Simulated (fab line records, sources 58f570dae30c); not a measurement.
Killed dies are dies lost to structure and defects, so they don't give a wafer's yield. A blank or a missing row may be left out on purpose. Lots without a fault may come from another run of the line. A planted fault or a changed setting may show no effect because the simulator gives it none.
fab line records | flow berkeley_cmos170
record lots=6 wafers=18 last_day=13
route steps=331 shown NWELL@33 PWELL@34
lots that met no fault: from a run of the same line without faults
start_h: hours from the record's first day to the start of the lot's first wafer shown | wait_h: hours since the lot's step before | " the same as in the row above | L1.1+2: a row that stands for several wafers | - no value, or no start given | * or withheld: withheld | < > ~ a bound
route shown NAME@n: a module of which the file shows steps, and the number in the route of the first | usual: mean/standard deviation of fault-free wafers | same: alike in all rows | chamber/n: place in a boat | sites: the reading at each site | _std_site: their standard deviation | _edge_site: outer sites' mean less inner sites' | radius_mm: how far each site lies from the wafer's centre | mask NAME#n: copy n | behind: the tool/chamber that last shaped the wafer | hold: why the lot was held/for how many hours/how that ended | device: the transistor (n, p or np) that didn't switch | end of line: the same wafers' tests at the end of the route | a step without rows: its recipe alone | killed: dies lost to structure and defects at the first sort, not the wafer's yield | map: a wafer's dies, x killed, . not, _ none there
set.NAME: the setting as run; set.NAME@STEP: as run at that earlier step | model.NAME: the simulator's own value behind a step, which no gauge read
lots at some steps of the route; a table a step, a row a wafer
## steps
# step UCB170_NWELL_WET_ETCH_19
# recipe chemistry=BOE dilution=5:1 target=SiO2 temp_c=25 time_s=22
# step UCB170_PWELL_CLEAN_00
# recipe chemistry=SPM temp_c=120 time_s=600
# step UCB170_PWELL_CLEAN_01
# recipe chemistry=dHF dilution=25:1 time_s=60
# step UCB170_PWELL_OXIDATION_02
# recipe temp_c=1000 ambient=O2 target_thk_a=264 ox_time_s=1260
# step UCB170_PWELL_THK_MEAS_03
# recipe reads=SiO2_of_PWELL_OXIDATION_02
# usual PWELL_OXIDE_THK=26.5/0.46
# columns lot.wafer tool chamber start_h wait_h PWELL_OXIDE_THK[nm]
L366.2 film_metro-03 - 67.93 0.0 27.6
L366.3 " - " " 28.0
L366.4 " - " " 27.5
L374.2 film_metro-03 - 115.32 0.0 26.6
L374.3 " - " " 26.7
L374.4 " - " " 26.6
L376.2 film_metro-03 - 115.44 0.1 26.9
L376.5 " - " " 26.8
L376.6 " - " " 27.0
L380.1 film_metro-03 - 138.31 0.1 26.8
L380.2 " - " " 26.5
L380.3 " - " " 26.5
L384.2 film_metro-03 - 157.16 0.0 27.1
L384.3 " - " " 27.1
L384.5 " - " " 26.8
L385.2 film_metro-03 - 166.68 0.0 26.2
L385.4 " - " " 26.0
L385.6 " - " " 25.9
# step UCB170_PWELL_ANNEAL_04
# recipe temp_c=1000 time_s=900 ambient=N2
# step UCB170_PWELL_CVD_05
# recipe material=Si3N4 target_thk_nm=220 temp_c=800 precursor=SiH2Cl2/NH3 time_s=3300 pressure_mtorr=200 sih2cl2_flow_sccm=25 nh3_flow_sccm=75
# step UCB170_PWELL_THK_MEAS_06
# recipe reads=Si3N4_of_PWELL_CVD_05
# usual PWELL_NITRIDE_THK=219.7/1.8
# columns lot.wafer tool chamber start_h wait_h PWELL_NITRIDE_THK[nm]
L366.2 film_metro-03 - 75.34 0.0 219.1
L366.3 " - " " 219.8
L366.4 " - " " 219.6
L374.2 film_metro-02 - 122.99 0.0 219.2
L374.3 " - " " 222.5
L374.4 " - " " 220.0
L376.2 film_metro-03 - 122.99 0.0 219.8
L376.5 " - " " 219.8
L376.6 " - " " 221.5
L380.1 film_metro-03 - 146.43 0.0 219.9
L380.2 " - " " 220.2
L380.3 " - " " 220.9
L384.2 film_metro-04 - 164.59 0.0 216.5
L384.3 " - " " 217.4
L384.5 " - " " 215.9
L385.2 film_metro-03 - 175.30 0.0 220.8
L385.4 " - " " 220.8
L385.6 " - " " 221.1
# step UCB170_PWELL_HMDS_07
# recipe prime_time_s=60 prime_temp_c=100
# step UCB170_PWELL_COAT_08
# recipe resist=KrF spin_rpm=1500 resist_thk_nm=900
# step UCB170_PWELL_SOFTBAKE_09
# recipe resist=KrF temp_c=130 time_s=60
# step UCB170_PWELL_EXPOSE_10
# recipe mask_id=PWELL target_cd_nm=3000 na=0.5 sigma_outer=0.6 source_shape=conventional dose_mj=19
# step UCB170_PWELL_PEB_11
# recipe peb_temp_c=130 peb_time_s=withheld resist=KrF
# usual chill_plate_temp_C=23.01/0.11 exhaust_pa=44.8/0.95
# columns lot.wafer tool chamber start_h wait_h chill_plate_temp_C exhaust_pa
L366.2 litho_track-03 0 76.17 0.2 23.03 44.4
L366.3 " 0 " " 22.94 46.4
L366.4 " 0 " " 22.94 43.4
L374.2 litho_track-01 - 123.76 0.1 - -
L374.3 " - " " - -
L374.4 " - " " - -
L376.2 litho_track-03 - 123.99 0.1 - -
L376.5 " - " " - -
L376.6 " - " " - -
L380.1 litho_track-01 0 147.26 0.1 23.05 44.3
L380.2 " 0 " " 22.66 45.1
L380.3 " 0 " " 22.87 45.6
L384.2 litho_track-01 0 166.09 0.3 23.06 44.6
L384.3 " 0 " " 22.92 43.9
L384.5 " 0 " " 23.17 44.1
L385.2 litho_track-01 0 176.67 0.4 23.04 43.1
L385.4 " 0 " " 23.03 44.2
L385.6 " 0 " " 22.94 45.0
# step UCB170_PWELL_DEVELOP_12
# recipe developer=TMAH develop_time_s=45 resist=KrF dev_temp_c=21
## key
first_sign step=UCB170_PWELL_PEB_11 reading=tool_record direction=missing
effect none on later readings
met_at UCB170_PWELL_PEB_11
struck_wafers L374.2,L374.3,L374.4,L376.2,L376.5,L376.6
later_rows_left_out L374.2,L374.3,L374.4,L376.2,L376.5,L376.6
sort_left_out L374.2,L374.3,L374.4,L376.2,L376.5,L376.6
tester_left_out L374,L376
onset_between 76.17 123.76
fault kind=skipped_step_whole tool=litho_track-01,litho_track-03 chamber=- onset_h=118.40 steps=UCB170_PWELL_PEB_11 scope=struck_lots_only
# tester_left_out: of these lots the tester's yield and bins aren't shown, on N5 and GAA mostly nor the transistor test; their killed dies are dies lost to structure and defects alone, not to doping, threshold or leakage, so they don't give the yield
# sort_left_out: the simulated sort isn't trusted on such a fault, so these wafers' sort isn't shown, and their yield isn't known
# later_rows_left_out: the simulator's readings of these wafers behind a module that went badly wrong aren't trusted and aren't shown, but for the sort
